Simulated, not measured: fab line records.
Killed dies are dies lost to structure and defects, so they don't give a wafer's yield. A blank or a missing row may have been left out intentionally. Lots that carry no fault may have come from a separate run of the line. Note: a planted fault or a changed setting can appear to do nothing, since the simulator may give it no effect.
What tool caused it?    flow berkeley cmos170    42 wafers from 14 lots sampled at 5 of the route's 331 steps

## WHAT THE GAUGES SHOWED, per wafer
UCB170_PVT_TW_MEAS_09. Usual: PVT_TW gives 507 (standard deviation 5.1).
lot   measured      on             PVT_TW       flag
L343  day 7 02:59   film metro-04  515 517 515  
L344  day 7 06:47   film metro-03  512 510 513  
L346  day 7 03:14   film metro-02  499 501 499  
L347  day 7 15:51   film metro-04  513 512 513  
L349  day 7 11:02   film metro-02  498 502 501  
L351  day 8 00:11   film metro-02  505 504 503  
L350  day 8 00:49   film metro-02  502 504 503  
L354  day 8 10:25   film metro-03  512 510 512  
L355  day 9 02:15   film metro-04  469 471 472  OFF
L356  day 9 02:25   film metro-04  507 507 507  
L357  day 9 01:40   film metro-04  471 470 467  OFF
L358  day 9 01:56   film metro-02  505 505 501  
L364  day 10 23:15  film metro-02  501 501 502  
L365  day 10 22:52  film metro-04  507 509 508  

UCB170_M1_OVL_MEAS_10. Usual: M1_OVL gives 0 nm (standard deviation 5.6).
lot   measured      on          M1_OVL (nm)  flag
L343  day 8 19:47   overlay-01  4 -5 3       
L344  day 8 20:20   overlay-01  -5 -2 6      
L346  day 8 18:50   overlay-02  8 2 2        
L347  day 9 12:25   overlay-01  -3 -2 -2     
L349  day 9 05:41   overlay-01  2 3 1        
L351  day 9 12:48   overlay-02  8 17 7       
L350  day 9 14:40   overlay-01  2 5 0        
L354  day 10 02:41  overlay-01  0 -7 8       
L355  day 10 11:42  overlay-01  1 0 -1       
L356  day 10 15:32  overlay-01  -14 0 -4     
L357  day 10 14:56  overlay-01  -4 -1 -5     
L358  day 10 15:16  overlay-01  8 -2 -4      
L364  day 12 12:41  overlay-01  2 8 7        
L365  day 12 14:05  overlay-02  2 5 1        

## TOOL THAT RAN EACH LOT (tool first, then ch and the chambers of the sampled wafers, then the start)
lot   UCB170_ZERO_STRIP_07                 UCB170_PWELL_STRIP_16                UCB170_PVT_IMPLANT_07
L343  plasma asher-01 ch 0,1, day 1 22:23  plasma asher-02 ch 0,1, day 3 14:16  implanter-01 ch 0, day 7 02:47
L344  plasma asher-01 ch 0,1, day 2 04:46  plasma asher-04 ch 0,1, day 3 21:34  implanter-02 ch 0, day 7 06:32
L346  plasma asher-03 ch 0,1, day 2 09:57  plasma asher-02 ch 0,1, day 4 00:09  implanter-02 ch 0, day 7 03:00
L347  plasma asher-03 ch 0,1, day 2 20:00  plasma asher-02 ch 0,1, day 4 15:00  implanter-01 ch 0, day 7 15:37
L349  plasma asher-02 ch 0,1, day 3 05:20  plasma asher-03 ch 0,1, day 4 18:16  implanter-01 ch 0, day 7 10:47
L351  plasma asher-01 ch 0,1, day 3 14:36  plasma asher-03 ch 0,1, day 5 02:02  implanter-04 ch 0, day 7 23:56
L350  plasma asher-02 ch 0,1, day 3 14:56  plasma asher-04 ch 0,1, day 5 01:48  implanter-02 ch 0, day 8 00:36
L354  plasma asher-02 ch 0,1, day 4 04:10  plasma asher-02 ch 0,1, day 5 13:52  implanter-04 ch 0, day 8 10:13
L355  plasma asher-03 ch 0,1, day 4 10:29  plasma asher-03 ch 0,1, day 6 02:46  implanter-01 ch 0, day 9 01:59
L356  plasma asher-01 ch 0,1, day 4 16:51  plasma asher-02 ch 0,1, day 6 02:56  implanter-02 ch 0, day 9 02:10
L357  plasma asher-03 ch 0,1, day 4 22:24  plasma asher-02 ch 1, day 6 08:25    implanter-01 ch 0, day 9 01:26
L358  plasma asher-02 ch 0,1, day 4 22:40  plasma asher-04 ch 0, day 6 08:26    implanter-04 ch 0, day 9 01:41
L364  plasma asher-03 ch 1, day 6 08:15    plasma asher-02 ch 0,1, day 8 00:35  implanter-02 ch 0, day 10 23:01
L365  plasma asher-02 ch 0,1, day 6 14:17  plasma asher-02 ch 0,1, day 8 00:46  implanter-04 ch 0, day 10 22:38
- UCB170_ZERO_STRIP_07: strips in O2.
- UCB170_PWELL_STRIP_16: strips in O2.
- UCB170_PVT_IMPLANT_07

## AS READ BY THE TOOLS THEMSELVES (means over the sampled wafers that have a number; for cases with no such wafer, the mark the record gives instead)
UCB170_ZERO_STRIP_07. Usual: drypump motor current A 6.1 A, standard deviation 0.36; oes product au 0.727 a.u., standard deviation 0.0043; strip time to endpoint s 21.45 s, standard deviation 0.064.
lot   tool             drypump motor current A (A)  oes product au (a.u.)  strip time to endpoint s (s)  flag
L343  plasma asher-01  6.1                          0.728                  21.47                         
L344  plasma asher-01  6.2                          0.729                  21.50                         
L346  plasma asher-03  5.6                          0.725                  21.44                         
L347  plasma asher-03  5.6                          0.729                  21.48                         
L349  plasma asher-02  6.2                          0.726                  21.47                         
L351  plasma asher-01  6.1                          0.725                  21.50                         
L350  plasma asher-02  6.2                          0.723                  21.46                         
L354  plasma asher-02  6.3                          0.729                  21.39                         
L355  plasma asher-03  5.6                          0.729                  21.39                         
L356  plasma asher-01  6.2                          0.726                  21.47                         
L357  plasma asher-03  6.0                          0.728                  21.38                         
L358  plasma asher-02  6.3                          0.727                  21.44                         
L364  plasma asher-03  6.4                          0.724                  21.46                         
L365  plasma asher-02  6.2                          0.727                  21.42                         

UCB170_PWELL_STRIP_16. Usual: drypump motor current A 6.0 A, standard deviation 0.42; oes product au 0.721 a.u., standard deviation 0.0046; strip time to endpoint s 18.06 s, standard deviation 0.076.
lot   tool             drypump motor current A (A)  oes product au (a.u.)  strip time to endpoint s (s)  flag
L343  plasma asher-02  6.3                          0.721                  18.05                         
L344  plasma asher-04  5.5                          0.721                  17.93                         
L346  plasma asher-02  6.3                          0.721                  18.05                         
L347  plasma asher-02  6.2                          0.717                  18.05                         
L349  plasma asher-03  6.0                          0.720                  18.13                         
L351  plasma asher-03  6.0                          0.720                  18.05                         
L350  plasma asher-04  5.5                          0.720                  18.16                         
L354  plasma asher-02  6.3                          0.723                  18.08                         
L355  plasma asher-03  6.0                          0.723                  18.07                         
L356  plasma asher-02  6.3                          0.720                  18.12                         
L357  plasma asher-02  6.3                          0.719                  18.12                         
L358  plasma asher-04  5.6                          0.721                  17.93                         
L364  plasma asher-02  6.3                          0.720                  18.05                         
L365  plasma asher-02  6.3                          0.717                  18.02                         

UCB170_PVT_IMPLANT_07. Usual: beam on s 9.98 s, standard deviation 0.18; faraday current uA 6.35, standard deviation 0.11.
lot   tool          beam on s (s)  faraday current uA  flag
L343  implanter-01  10.09          6.28                
L344  implanter-02  10.09          6.29                
L346  implanter-02  9.84           6.43                
L347  implanter-01  10.13          6.28                
L349  implanter-01  9.99           6.36                
L351  implanter-04  10.01          6.33                
L350  implanter-02  10.14          6.26                
L354  implanter-04  10.05          6.29                
L355  implanter-01  7.52           8.42                OFF
L356  implanter-02  10.04          6.34                
L357  implanter-01  7.65           8.30                OFF
L358  implanter-04  9.83           6.46                
L364  implanter-02  10.03          6.31                
L365  implanter-04  9.99           6.34                

## THE ANSWER, worked out from the rows above alone
Rule: a lot is off if the mean of its wafers that have a number lies more than 3 standard deviations from the usual mean. Also off: a lot with no number at a reading for which 4 or more lots have one. All remaining lots with rows at the step are treated as sound. The gauges are gone through in route order, then the tools' own readings, and for those a lot's mean is taken as printed above. At the first step where some lot is off, the reading lying furthest off is the one used; lots without a number count as furthest.
Off: L355, L357, seen at UCB170_PVT_TW_MEAS_09 (PVT_TW).
A tool fits if, at a process step before that reading, it ran every lot that is off, and no sound lot after the first of them. Not tried: the gauges at UCB170_PVT_TW_MEAS_09; whatever is off there is also off at UCB170_PVT_IMPLANT_07, on other tools, and gauge error can't account for it. One candidate fits, namely implanter-01 at UCB170_PVT_IMPLANT_07. A fault onset in the window from L347 (day 7 15:37, its last sound lot) to L357 (day 9 01:26, its first lot off) fits.
The tool's own readings at UCB170_PVT_IMPLANT_07 bear it out: on the lots that are off they differ by more than 5 times the standard deviation of the sound lots' means. beam on s reads 7.58 s there against 10.02 s on the sound lots; faraday current uA reads 8.36 there against 6.33 on the sound lots.

## WHAT THE SIMULATOR HAD PUT IN
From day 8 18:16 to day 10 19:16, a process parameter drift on implanter-01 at UCB170_PVT_IMPLANT_07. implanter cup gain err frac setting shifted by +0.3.
Shown lots that were struck: L357, L355. The rule given above showed the same thing.
